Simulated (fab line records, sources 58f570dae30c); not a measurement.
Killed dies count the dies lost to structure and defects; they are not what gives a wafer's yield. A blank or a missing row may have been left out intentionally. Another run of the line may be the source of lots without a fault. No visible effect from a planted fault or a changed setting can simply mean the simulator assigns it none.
Problem report in the 8D (eight disciplines) form, filled by code || flow berkeley_cmos170 || the parts of the form that need people (team, actions taken, sign-off) are left out

== 1. THE ISSUE ==
At UCB170_M1_METAL_ETCH_12, oes_product_au averages 0.905 a.u. over 4 wafers from 2 lots, while fault-free wafers read 0.851 a.u., standard deviation 0.011. Relative to the usual mean, that is a shift of +4.9 standard deviations.
The step: etches Al in Cl2/BCl3, stops on PSG, target depth 780 nm, time 130 s.
First observed at day 11 03:37: wafer L543.1, on rie_metal-04. At this step, 18 wafers from 6 lots have a number in the record. Rule for "out", or "out of limits": more than 4 standard deviations from the usual mean. All remaining wafers that have a number are taken as sound.

== 2. WHAT THIS IS AND IS NOT ==
{"question": "which readings at this step", "is": "oes_product_au", "is not": "bcl3_flow_sccm, drypump_motor_current_A, mfc_cl2_sccm, throttle_valve_pct"}
{"question": "which lots", "is": "L541, L543", "is not": "L531, L537, L544, L545"}
{"question": "which wafers of those lots", "is": "L541.2, L541.4, L543.1, L543.3", "is not": "L541.3, L543.6"}
{"question": "read on which tools", "is": "rie_metal-04", "is not": "rie_metal-01"}
{"question": "when", "is": "from day 11 03:37", "is not": "up to then (10 sound wafers); but 4 sound wafers of L541, L545 came after"}

== 3. WHAT RULES OUT EACH SUSPECT ==
Counting: a tool at a process step up to the reading stays a suspect if it ran every lot that is out. Sound lots after the first of them don't rule it out here, since some wafers of a struck lot are sound.
- pvd_sputter-02 at UCB170_M1_SPUTTER_00 (material Al, target thk 600 nm, time 80 s): kept. Ran every lot that is out, first one L543 (day 11 02:13); last sound lot up to then L537 (day 9 15:29).
- rie_diel-01 at UCB170_M1_ETCH_11 (etches BARC in N2/H2): kept. Ran every lot that is out, first one L543 (day 11 03:35); last sound lot up to then L544 (day 11 01:26).
- rie_metal-04 at UCB170_M1_METAL_ETCH_12 (etches Al in Cl2/BCl3, stops on PSG, target depth 780 nm, time 130 s): kept. Ran every lot that is out, first one L543 (day 11 03:37); last sound lot up to then L531 (day 8 20:56). Out on those wafers are its own readings of oes_product_au.
- Within rie_diel-01 at UCB170_M1_ETCH_11: the wafers that are out ran in chambers 2, 3; their sound lot-mates ran in chamber 0.
- Within rie_metal-04 at UCB170_M1_METAL_ETCH_12: the wafers that are out ran in chamber 0; their sound lot-mates ran in chamber 1.
Still standing after the count: pvd_sputter-02 at UCB170_M1_SPUTTER_00, rie_diel-01 at UCB170_M1_ETCH_11, rie_metal-04 at UCB170_M1_METAL_ETCH_12.

== 4. THE CAUSE (what the simulator had put in) ==
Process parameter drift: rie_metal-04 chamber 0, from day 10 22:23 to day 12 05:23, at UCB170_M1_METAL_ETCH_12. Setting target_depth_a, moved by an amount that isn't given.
This tool is one of the 3 suspects left after counting.

== 5. THE CHAIN OF EFFECTS, in route order ==
Rows list readings where the struck wafers' mean (over those with a number) sits beyond 3 standard deviations from the usual. Scope: only readings with a usual standard deviation given in the record; hours: median across lots of the time from each lot's start at the first step in this table that gives one to its start at this step; sigmas: change in usual standard deviations.
{"hours": 0, "step": "UCB170_M1_METAL_ETCH_12", "reading": "oes_product_au", "usual": "0.851 a.u.", "on struck wafers": 0.905, "change": "+0.054", "sigmas": "+4.9"}
It contains these process steps:
- UCB170_M1_METAL_ETCH_12: etches Al in Cl2/BCl3, stops on PSG, target depth 780 nm, time 130 s.

== 6. HOW IT WOULD HAVE BEEN CAUGHT EARLIER ==
First out-of-limits reading in this record: day 11 03:37, which is 5 hours after fault onset at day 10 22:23.
